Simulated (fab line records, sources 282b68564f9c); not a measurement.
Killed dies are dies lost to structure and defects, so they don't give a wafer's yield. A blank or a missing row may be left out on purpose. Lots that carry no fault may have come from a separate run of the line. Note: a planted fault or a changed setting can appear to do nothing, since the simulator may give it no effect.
The tool behind it: which one? :: flow rit_cmos :: 15 lots with 45 wafers sampled at 2 steps, on a route of 202 steps

== WHAT EACH GAUGE READ, for each wafer ==
RIT_SILICIDE_THK_MEAS_03: measures by xrf. Usual: for SILICIDE_TI_THK the level is 29.8 nm and the standard deviation is 0.49.
lot: L223
measured: day 3 04:22
on: film_metro-01
SILICIDE_TI_THK (nm): 29.7 30.5 30.5
flag: 

lot: L224
measured: day 3 08:55
on: film_metro-01
SILICIDE_TI_THK (nm): 30.0 29.3 29.7
flag: 

lot: L225
measured: day 3 17:19
on: film_metro-01
SILICIDE_TI_THK (nm): 30.0 30.4 29.8
flag: 

lot: L233
measured: day 5 05:11
on: film_metro-04
SILICIDE_TI_THK (nm): 29.4 29.9 29.5
flag: 

lot: L234
measured: day 5 14:17
on: film_metro-04
SILICIDE_TI_THK (nm): 29.0 29.3 29.3
flag: 

lot: L236
measured: day 6 01:16
on: film_metro-04
SILICIDE_TI_THK (nm): 29.9 29.9 29.8
flag: 

lot: L241
measured: day 7 00:50
on: film_metro-04
SILICIDE_TI_THK (nm): 29.5 30.2 29.4
flag: 

lot: L242
measured: day 7 03:40
on: film_metro-04
SILICIDE_TI_THK (nm): 29.9 29.3 29.9
flag: 

lot: L243
measured: day 7 09:13
on: film_metro-04
SILICIDE_TI_THK (nm): 29.9 30.6 30.1
flag: 

lot: L244
measured: day 7 16:28
on: film_metro-03
SILICIDE_TI_THK (nm): 30.3 30.5 30.3
flag: 

lot: L245
measured: day 7 22:37
on: film_metro-04
SILICIDE_TI_THK (nm): 30.0 30.2 29.5
flag: 

lot: L246
measured: day 8 03:20
on: film_metro-03
SILICIDE_TI_THK (nm): 30.6 30.6 30.1
flag: 

== WHAT TOOL EACH LOT RAN ON (gives the tool, then ch and the chambers of the sampled wafers, and finally the start) ==
lot: L223
RIT_ACTIVE_DEVELOP_10: litho_track-03 ch 0, day 1 14:00

lot: L224
RIT_ACTIVE_DEVELOP_10: litho_track-01 ch 0, day 1 19:00

lot: L225
RIT_ACTIVE_DEVELOP_10: litho_track-02 ch 0, day 2 01:00

lot: L229
RIT_ACTIVE_DEVELOP_10: litho_track-01 ch 0, day 2 22:00

lot: L230
RIT_ACTIVE_DEVELOP_10: litho_track-01 ch 0, day 3 02:00

lot: L231
RIT_ACTIVE_DEVELOP_10: litho_track-01 ch 0, day 3 07:00

lot: L233
RIT_ACTIVE_DEVELOP_10: litho_track-03 ch 0, day 3 16:00

lot: L234
RIT_ACTIVE_DEVELOP_10: litho_track-02 ch 0, day 3 22:00

lot: L236
RIT_ACTIVE_DEVELOP_10: litho_track-03 ch 0, day 4 07:00

lot: L241
RIT_ACTIVE_DEVELOP_10: litho_track-02 ch 0, day 5 10:00

lot: L242
RIT_ACTIVE_DEVELOP_10: litho_track-02 ch 0, day 5 14:00

lot: L243
RIT_ACTIVE_DEVELOP_10: litho_track-02 ch 0, day 5 18:00

lot: L244
RIT_ACTIVE_DEVELOP_10: litho_track-02 ch 0, day 5 23:00

lot: L245
RIT_ACTIVE_DEVELOP_10: litho_track-02 ch 0, day 6 06:00

lot: L246
RIT_ACTIVE_DEVELOP_10: litho_track-03 ch 0, day 6 09:00
- RIT_ACTIVE_DEVELOP_10: develop time 50 s.

== AS READ BY THE TOOLS THEMSELVES (means over the sampled wafers that have a number; for cases with no such wafer, the mark the record gives instead) ==
The record holds no such reading with a usual standard deviation.

== THE ANSWER, worked out from the rows above alone ==
Rule: a lot counts as off when the mean over its wafers that have a number is more than 3 standard deviations away from the usual mean. A lot without any number at a reading at which 4 lots or more have one is off too. The other lots that the step has rows for count as sound. Order of review: gauges by route order, followed by the tools' own readings, for which a lot's mean as printed above is used. The first step at which some lot is off is used, and at that step the reading that is off furthest; a lot without a number counts as furthest.
No lot is off at any reading shown: from this, nothing can be told.

== WHAT HAD BEEN PUT IN BY THE SIMULATOR ==
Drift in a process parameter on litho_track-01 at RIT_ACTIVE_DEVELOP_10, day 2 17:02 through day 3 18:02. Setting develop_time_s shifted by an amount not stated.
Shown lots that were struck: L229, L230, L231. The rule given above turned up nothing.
